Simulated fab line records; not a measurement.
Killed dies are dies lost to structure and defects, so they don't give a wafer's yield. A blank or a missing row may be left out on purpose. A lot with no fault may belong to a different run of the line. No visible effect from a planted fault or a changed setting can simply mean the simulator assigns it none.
What tool caused it? + flow rit_cmos + Sampling: 13 lots, 39 wafers, 2 of 202 route steps

WHAT THE GAUGES SHOWED, per wafer
RIT_SPACER_THK_MEAS_04.
| lot  | measured    | on            | SPACER_NITRIDE_THK (nm) |
|------|-------------|---------------|-------------------------|
| L226 | day 3 08:11 | film_metro-02 | 249.7 247.0 247.3       |
| L227 | day 3 13:07 | film_metro-03 | 249.4 249.7 250.8       |
| L228 | day 3 13:27 | film_metro-02 | 247.0 248.3 249.0       |
| L229 | day 3 21:31 | film_metro-03 | 246.5 245.4 250.7       |
| L231 | day 4 04:44 | film_metro-01 | 247.3 248.7 249.9       |
| L233 | day 4 11:28 | film_metro-03 | 245.2 245.7 247.0       |
| L235 | day 5 07:40 | film_metro-01 | 245.2 244.4 244.4       |
| L236 | day 5 12:53 | film_metro-02 | 250.8 248.4 249.3       |
| L239 | day 6 08:54 | film_metro-02 | 242.9 242.4 242.9       |
| L240 | day 6 09:16 | film_metro-03 | 246.0 245.1 242.8       |
| L241 | day 6 12:08 | film_metro-03 | 243.7 243.1 242.7       |
| L243 | day 7 02:49 | film_metro-02 | 247.1 247.7 250.2       |
| L245 | day 7 07:48 | film_metro-03 | 407.1 412.2 407.8       |

WHICH TOOL RAN EACH LOT (tool, then ch and the chambers of the sampled wafers, then the start)
| lot  | RIT_SPACER_CVD_03          |
|------|----------------------------|
| L226 | lpcvd-01 ch 0, day 3 06:16 |
| L227 | lpcvd-02 ch 0, day 3 11:12 |
| L228 | lpcvd-01 ch 1, day 3 11:32 |
| L229 | lpcvd-01 ch 1, day 3 19:35 |
| L231 | lpcvd-02 ch 0, day 4 02:49 |
| L233 | lpcvd-02 ch 0, day 4 09:31 |
| L235 | lpcvd-01 ch 1, day 5 05:45 |
| L236 | lpcvd-01 ch 1, day 5 10:56 |
| L239 | lpcvd-02 ch 1, day 6 06:59 |
| L240 | lpcvd-01 ch 0, day 6 07:21 |
| L241 | lpcvd-01 ch 1, day 6 10:13 |
| L243 | lpcvd-01 ch 0, day 7 00:53 |
| L245 | lpcvd-02 ch 1, day 7 05:53 |
- RIT_SPACER_CVD_03: deposits Si3N4 from SiH2Cl2/NH3, target thk 250 nm, time 3300 s.

WHAT THE TOOLS THEMSELVES READ (means of the sampled wafers that have a number; where no wafer has one, the mark that the record gives instead)
RIT_SPACER_CVD_03.
| lot  | tool     | sih2cl2_flow_sccm (sccm) | spike_tc_centre_C (C) | spike_tc_load_C (C) | spike_tc_source_C (C) | susceptor_temp_C (C) | zone_power_source_pct (%) |
|------|----------|--------------------------|-----------------------|---------------------|-----------------------|----------------------|---------------------------|
| L226 | lpcvd-01 | 57.38                    | 812.6                 | 835.9               | 830.9                 | 809.9                | 23.3                      |
| L227 | lpcvd-02 | 57.36                    | 812.9                 | 836.4               | 831.0                 | 810.2                | 23.2                      |
| L228 | lpcvd-01 | 57.27                    | 811.6                 | 833.0               | 830.4                 | 810.3                | 21.8                      |
| L229 | lpcvd-01 | 57.37                    | 811.5                 | 834.2               | 829.0                 | 810.0                | 21.7                      |
| L231 | lpcvd-02 | 57.23                    | 811.6                 | 836.0               | 830.4                 | 809.7                | 23.2                      |
| L233 | lpcvd-02 | 57.35                    | 812.3                 | 836.1               | 829.7                 | 810.0                | 23.0                      |
| L235 | lpcvd-01 | 57.10                    | 810.9                 | 834.1               | 828.9                 | 810.2                | 21.5                      |
| L236 | lpcvd-01 | 57.27                    | 811.9                 | 834.6               | 830.3                 | 810.2                | 21.5                      |
| L239 | lpcvd-02 | 57.04                    | 813.9                 | 833.9               | 832.3                 | 809.7                | 23.5                      |
| L240 | lpcvd-01 | 57.19                    | 811.4                 | 837.3               | 830.8                 | 809.3                | 23.4                      |
| L241 | lpcvd-01 | 57.27                    | 812.9                 | 834.2               | 829.3                 | 809.8                | 21.7                      |
| L243 | lpcvd-01 | 57.16                    | 811.8                 | 836.4               | 830.6                 | 810.3                | 23.4                      |
| L245 | lpcvd-02 | 57.15                    | 858.7                 | 879.6               | 877.6                 | 855.2                | 26.4                      |

THE ANSWER, worked out from the rows above alone
Rule: the usual values come from the lots themselves. Put in order of their means at a reading, lots are off if they are a third of the lots or fewer, leave a main group of 4 or more, and stand apart from it by a gap of 3 or more times the standard deviation of the main group's means; of several such gaps the widest counts. A main group whose means are all the same, to the digits that the tables above print for the reading, isn't used. A lot without any number at a reading at which 4 lots or more have one is off too. Where the step has rows for the other lots, those lots are counted as sound. Order of review: gauges by route order, followed by the tools' own readings, for which a lot's mean as printed above is used. The first step at which some lot is off is used, and at that step the reading that is off furthest; a lot without a number counts as furthest.
Off: at RIT_SPACER_THK_MEAS_04 (SPACER_NITRIDE_THK), L245. The main group: mean 246.8 nm, standard deviation 2.4.
A tool fits if, at a process step before that reading, it ran every lot that is off, and no sound lot after the first of them. Not tried: the gauges at RIT_SPACER_THK_MEAS_04; whatever is off there is also off at RIT_SPACER_CVD_03, on other tools, and gauge error can't account for it. One fits: lpcvd-02 at RIT_SPACER_CVD_03. A fault onset in the window from L239 (day 6 06:59, its last sound lot) to L245 (day 7 05:53, its first lot off) fits.
The tool's own readings at RIT_SPACER_CVD_03 bear it out: on the lots that are off they differ by more than 5 times the standard deviation of the sound lots' means. spike_tc_centre_C reads 858.7 C there against 812.1 C on the sound lots; spike_tc_load_C reads 879.6 C there against 835.2 C on the sound lots; spike_tc_source_C reads 877.6 C there against 830.3 C on the sound lots; susceptor_temp_C reads 855.2 C there against 810.0 C on the sound lots.

WHAT HAD BEEN PUT IN BY THE SIMULATOR
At RIT_SPACER_CVD_03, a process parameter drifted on lpcvd-02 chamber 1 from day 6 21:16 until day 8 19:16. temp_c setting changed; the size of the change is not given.
Shown lots that were struck: L245. Same finding as the rule above.
